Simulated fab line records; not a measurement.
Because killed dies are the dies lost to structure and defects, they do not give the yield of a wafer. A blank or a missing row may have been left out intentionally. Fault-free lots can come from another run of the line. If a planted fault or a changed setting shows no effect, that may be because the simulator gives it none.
Struck lot and sound lot, side by side + flow rit-cmos + 44 out of 202 route steps
Sound: these wafers, L799.2, L799.4, L799.5. Struck: wafers L811.3, L811.4, L811.6. Last of all comes the cause.
Order at every step that has rows: each side's tool, ch and its chambers, its first start. Under that, the readings that differ: sound wafers + struck wafers + difference of the means + sigmas: that difference in standard deviations of wafers without a fault.
alike: same words and numbers on both sides, and readings whose means sit less than 2 such deviations apart. not compared: any withheld reading, any reading some wafer has no value for, any bound like >300 that may hide the same value, and any number with overlapping values for which the record gives no deviation.
The two part at a step that has a row with sigmas, a row that says differs or no value, or rows on one side only. Numbers that don't overlap but have no deviation are shown without sigmas and don't part them. Lack of a reading on every wafer of one side parts them only where that side has two or more wafers.

first, 4 steps without rows for these wafers: RIT_PLDD_SOFTBAKE_02 (time 60 s); RIT_PLDD_EXPOSE_03 (exposes mask M8, target cd 40900 nm); RIT_PLDD_PEB_04; RIT_PLDD_DEVELOP_05 (develop time 50 s).
RIT_PLDD_OVL_MEAS_06:
  sound: overlay-02 at day 3 10:41; struck: overlay-02 at day 6 01:09
| reading       | sound       | struck         | difference | sigmas |
|---------------|-------------|----------------|------------|--------|
| PLDD_OVL (nm) | 2.3 2.1 1.9 | -0.7 -2.2 -1.6 | -3.6       | -3     |
then, 2 steps without rows for these wafers: RIT_PLDD_HARDBAKE_07 (time 60 s); RIT_PLDD_IMPLANT_08.
RIT_PLDD_STRIP_09: strips in O2, time 180 s.
  sound on plasma-asher-03 ch 0,1, day 3 11:01; struck on plasma-asher-03 ch 0,1, day 6 01:32
  alike: drypump-motor-current-A
  not compared: rf-hours-counter-h
RIT_PLDD_TW_MEAS_10:
  sound: film-metro-03 at day 3 11:12; struck: film-metro-01 at day 6 01:40
  alike: PLDD_TW
then, 3 steps without rows for these wafers: RIT_SPACER_CLEAN_00 (cleans in SC1, time 600 s); RIT_SPACER_CLEAN_01 (cleans in dHF, time 30 s); RIT_SPACER_CLEAN_02 (cleans in SC2, time 600 s).
RIT_SPACER_CVD_03: deposits Si3N4 from SiH2Cl2/NH3, target thk 250 nm, time 3300 s.
  sound on lpcvd-01 ch 1, day 3 11:37; struck on lpcvd-02 ch 0, day 6 02:07
| reading                                  | sound             | struck          | difference | sigmas |
|------------------------------------------|-------------------|-----------------|------------|--------|
| model.Si3N4_of_SPACER_CVD_03.thk-nm (nm) | 245.2 241.1 243.6 | 279 279.8 279.7 | +36        |        |
RIT_SPACER_THK_MEAS_04:
  sound: film-metro-03 at day 3 13:33; struck: film-metro-04 at day 6 04:03
| reading                 | sound             | struck            | difference | sigmas |
|-------------------------|-------------------|-------------------|------------|--------|
| SPACER_NITRIDE_THK (nm) | 245.4 241.0 243.7 | 279.2 279.8 279.6 | +36.2      | +13    |
RIT_SPACER_ETCHBACK_05: etches Si3N4 in SF6/CHF3, stops on SiO2, target depth 250 nm, time 240 s.
  sound on rie-diel-04 ch 1,3, day 3 13:36; struck on rie-diel-04 ch 0,1,3, day 6 04:05
| reading                  | sound             | struck            | difference | sigmas |
|--------------------------|-------------------|-------------------|------------|--------|
| oes-product-au (a.u.)    | 0.838 0.839 0.858 | 0.917 0.930 0.936 | +0.083     | +7     |
| model.etch.depth-nm (nm) | 245.2 241.1 243.6 | 279 279.8 279.7   | +36        |        |
  alike: SF6_flow_sccm, drypump-motor-current-A, throttle-valve-pct
  not compared: rf-hours-counter-h
then, 6 steps without rows for these wafers: RIT_NSD_HMDS_00 (prime time 60 s); RIT_NSD_COAT_01 (resist thk 1000 nm); RIT_NSD_SOFTBAKE_02 (time 60 s); RIT_NSD_EXPOSE_03 (exposes mask M9, target cd 40700 nm); RIT_NSD_PEB_04; RIT_NSD_DEVELOP_05 (develop time 50 s).
RIT_NSD_OVL_MEAS_06:
  sound: overlay-01 at day 3 14:41; struck: overlay-01 at day 6 05:06
  alike: NSD_OVL
then, 2 steps without rows for these wafers: RIT_NSD_HARDBAKE_07 (time 60 s); RIT_NSD_IMPLANT_08.
RIT_NSD_STRIP_09: strips in O2, time 180 s.
  sound on plasma-asher-02 ch 0, day 3 15:01; struck on plasma-asher-04 ch 0,1, day 6 05:29
  alike: drypump-motor-current-A
  not compared: rf-hours-counter-h
RIT_NSD_TW_MEAS_10:
  sound: film-metro-02 at day 3 15:11; struck: film-metro-03 at day 6 05:37
  alike: NSD_TW
then, 6 steps without rows for these wafers: RIT_PSD_HMDS_00 (prime time 60 s); RIT_PSD_COAT_01 (resist thk 1000 nm); RIT_PSD_SOFTBAKE_02 (time 60 s); RIT_PSD_EXPOSE_03 (exposes mask M10, target cd 40900 nm); RIT_PSD_PEB_04; RIT_PSD_DEVELOP_05 (develop time 50 s).
RIT_PSD_OVL_MEAS_06:
  sound: overlay-01 at day 3 16:13; struck: overlay-01 at day 6 06:41
  alike: PSD_OVL
then, 2 steps without rows for these wafers: RIT_PSD_HARDBAKE_07 (time 60 s); RIT_PSD_IMPLANT_08.
RIT_PSD_STRIP_09: strips in O2, time 180 s.
  sound on plasma-asher-02 ch 1, day 3 16:33; struck on plasma-asher-01 ch 0,1, day 6 07:04
  alike: drypump-motor-current-A
  not compared: rf-hours-counter-h
RIT_PSD_TW_MEAS_10:
  sound: film-metro-03 at day 3 16:44; struck: film-metro-02 at day 6 07:12
  alike: PSD_TW
then, 3 steps without rows for these wafers: RIT_SDANNEAL_CLEAN_00 (cleans in SC1, time 600 s); RIT_SDANNEAL_CLEAN_01 (cleans in dHF, time 30 s); RIT_SDANNEAL_CLEAN_02 (cleans in SC2, time 600 s).
RIT_SDANNEAL_RTA_03: time 5 s.
  sound on rtp-anneal-02 ch 0, day 3 17:10; struck on rtp-anneal-02 ch 0, day 6 07:37
  alike: wafer_temp_C_max
RIT_SDANNEAL_RS_MEAS_04: the measuring method here is four-point-probe.
  sound: film-metro-02 at day 3 17:14; struck: film-metro-02 at day 6 07:42
  alike: PSD_RS
RIT_SILICIDE_WET_ETCH_00: etches SiO2 in BOE, target depth 14 nm, time 15 s.
  sound on wet-bench-03 ch 2, day 3 17:41; struck on wet-bench-04 ch 2, day 6 08:08
| reading                                  | sound             | struck            | difference | sigmas |
|------------------------------------------|-------------------|-------------------|------------|--------|
| model.Si3N4_of_SPACER_CVD_03.thk-nm (nm) | 190.9 187.9 189.8 | 217.2 217.3 216.7 | +27.5      |        |
RIT_M1_PROBE_99:
  sound: prober-01 at day 4 01:29; struck: prober-01 at day 6 15:07
| reading                                       | sound                | struck               | difference | sigmas |
|-----------------------------------------------|----------------------|----------------------|------------|--------|
| killed_at_M0_to_M3                            | 1 0 0                | 0 0 0                | +0         | -2     |
| model.etest.nmos_0p15.r-on-ohm-um             | 1165 1177 1159       | 1091 1101 1108       | -67        |        |
| model.etest.nplus-sal.width-nm (nm)           | 3463 3486 3469       | 3389 3383 3385       | -87        |        |
| model.etest.pplus-sal.width-nm (nm)           | 3465 3495 3449       | 3386 3380 3371       | -91        |        |
| model.etest.pwell-pinched.rs-ohm-sq           | 465.9 458.7 465.2    | 449.6 448.6 452.6    | -13.0      |        |
| model.etest.nwell-pinched.rs-ohm-sq           | 338.6 346.2 339.6    | 318.8 320.4 322.5    | -20.9      |        |
| model.etest.field-p-metal.vt-v (V)            | -30.74 -31.13 -30.63 | -29.72 -30.1 -29.81  | +0.96      |        |
| model.etest.diode-nplus-comb.leak-log10-a-cm2 | -4.917 -4.973 -5.262 | -5.376 -5.397 -5.356 | -0.326     |        |
  alike: killed-at-front-end, killed-dies, killed-open, killed-short
  not compared: model.etest.contact-nplus.end-ohm-um

## WHERE THEY PART
Earliest at RIT_PLDD_OVL_MEAS_06; latest, in this record, at RIT_M1_PROBE_99.

WHY: the cause the simulator had injected
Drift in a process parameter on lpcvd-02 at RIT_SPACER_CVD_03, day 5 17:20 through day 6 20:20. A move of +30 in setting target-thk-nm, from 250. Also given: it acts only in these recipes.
